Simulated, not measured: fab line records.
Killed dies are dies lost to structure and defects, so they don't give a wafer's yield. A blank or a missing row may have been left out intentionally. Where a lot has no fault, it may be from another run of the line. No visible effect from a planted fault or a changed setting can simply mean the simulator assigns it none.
What tool caused it? ; flow rit_cmos ; 45 wafers from 15 lots sampled at 2 of the route's 202 steps

WHAT THE GAUGES SHOWED, per wafer
RIT_REOX_THK_MEAS_04.
lot;measured;on;REOX_OXIDE_THK (nm)
L716;day 2 20:54;film_metro-03;25.2 25.0 25.2
L718;day 3 11:23;film_metro-03;24.1 24.2 24.4
L719;day 3 14:16;film_metro-04;25.5 25.5 25.1
L720;day 3 20:44;film_metro-04;25.1 25.6 25.3
L725;day 4 16:14;film_metro-04;25.3 25.1 24.9
L724;day 4 18:46;film_metro-04;24.5 24.9 24.9
L727;day 5 07:00;film_metro-03;25.6 25.3 25.4
L728;day 5 10:27;film_metro-03;25.1 25.7 25.1
L730;day 5 20:49;film_metro-01;24.6 24.6 25.1
L732;day 6 00:56;film_metro-04;25.9 26.1 25.7
L733;day 6 10:57;film_metro-04;25.3 24.7 24.6
L734;day 6 17:02;film_metro-04;25.7 25.5 25.6
L735;day 6 20:55;film_metro-04;25.0 24.8 25.2
L738;day 7 12:01;film_metro-03;25.5 25.4 25.3
L739;day 7 12:00;film_metro-04;25.4 25.5 25.1

TOOL THAT RAN EACH LOT (tool first, then ch and the chambers of the sampled wafers, then the start)
lot;RIT_GATE_ETCH_19
L716;rie_si-02 ch 1,2,3, day 2 17:15
L718;rie_si-02 ch 2,3, day 3 06:55
L719;rie_si-01 ch 0,3, day 3 10:55
L720;rie_si-02 ch 0,3, day 3 17:24
L725;rie_si-02 ch 0,1,2, day 4 12:31
L724;rie_si-01 ch 2,3, day 4 14:14
L727;rie_si-01 ch 0,3, day 5 03:36
L728;rie_si-02 ch 1,2,3, day 5 07:06
L730;rie_si-02 ch 0,1,2, day 5 16:41
L732;rie_si-02 ch 1,3, day 5 21:34
L733;rie_si-01 ch 0,1, day 6 07:30
L734;rie_si-02 ch 1,3, day 6 13:43
L735;rie_si-01 ch 0,1,3, day 6 16:43
L738;rie_si-02 ch 0,3, day 7 08:04
L739;rie_si-01 ch 1,2,3, day 7 08:25
- RIT_GATE_ETCH_19: etches poly-Si in SF6/CHF3/O2, stops on SiO2, time 165 s, target depth 312.5 nm.

WHAT THE TOOLS THEMSELVES READ (means of the sampled wafers that have a number; where no wafer has one, the mark that the record gives instead)
RIT_GATE_ETCH_19.
lot;tool;drypump_motor_current_A (A);oes_product_au (a.u.);throttle_valve_pct (%)
L716;rie_si-02;6.0;0.861;10.18
L718;rie_si-02;5.6;0.858;10.26
L719;rie_si-01;5.7;0.839;10.03
L720;rie_si-02;5.9;0.861;10.35
L725;rie_si-02;5.8;0.850;10.32
L724;rie_si-01;6.2;0.844;10.16
L727;rie_si-01;5.8;0.835;10.01
L728;rie_si-02;6.0;0.839;10.18
L730;rie_si-02;5.8;0.842;10.33
L732;rie_si-02;6.4;0.858;10.09
L733;rie_si-01;5.5;0.838;10.14
L734;rie_si-02;6.4;0.864;10.08
L735;rie_si-01;5.7;0.851;10.14
L738;rie_si-02;5.9;0.859;10.35
L739;rie_si-01;6.0;0.840;10.27

THE ANSWER, worked out from the rows above alone
Rule: usual is defined by the lots themselves. The widest of any qualifying gaps counts: lots, ordered by their means at a reading, are off when they make up no more than a third of the lots, leave a main group of 4 or more, and stand apart from it by 3 or more times the standard deviation of that group's means. The tables above print the reading to a certain number of digits; a main group whose means all agree to those digits is not used. Also off: a lot with no number at a reading for which 4 or more lots have one. The other lots that the step has rows for count as sound. Order of review: gauges by route order, followed by the tools' own readings, for which a lot's mean as printed above is used. At the first step where some lot is off, the reading lying furthest off is the one used; lots without a number count as furthest.
None of the lots is off at any reading shown; this tells nothing.

WHAT WAS PUT IN BY THE SIMULATOR
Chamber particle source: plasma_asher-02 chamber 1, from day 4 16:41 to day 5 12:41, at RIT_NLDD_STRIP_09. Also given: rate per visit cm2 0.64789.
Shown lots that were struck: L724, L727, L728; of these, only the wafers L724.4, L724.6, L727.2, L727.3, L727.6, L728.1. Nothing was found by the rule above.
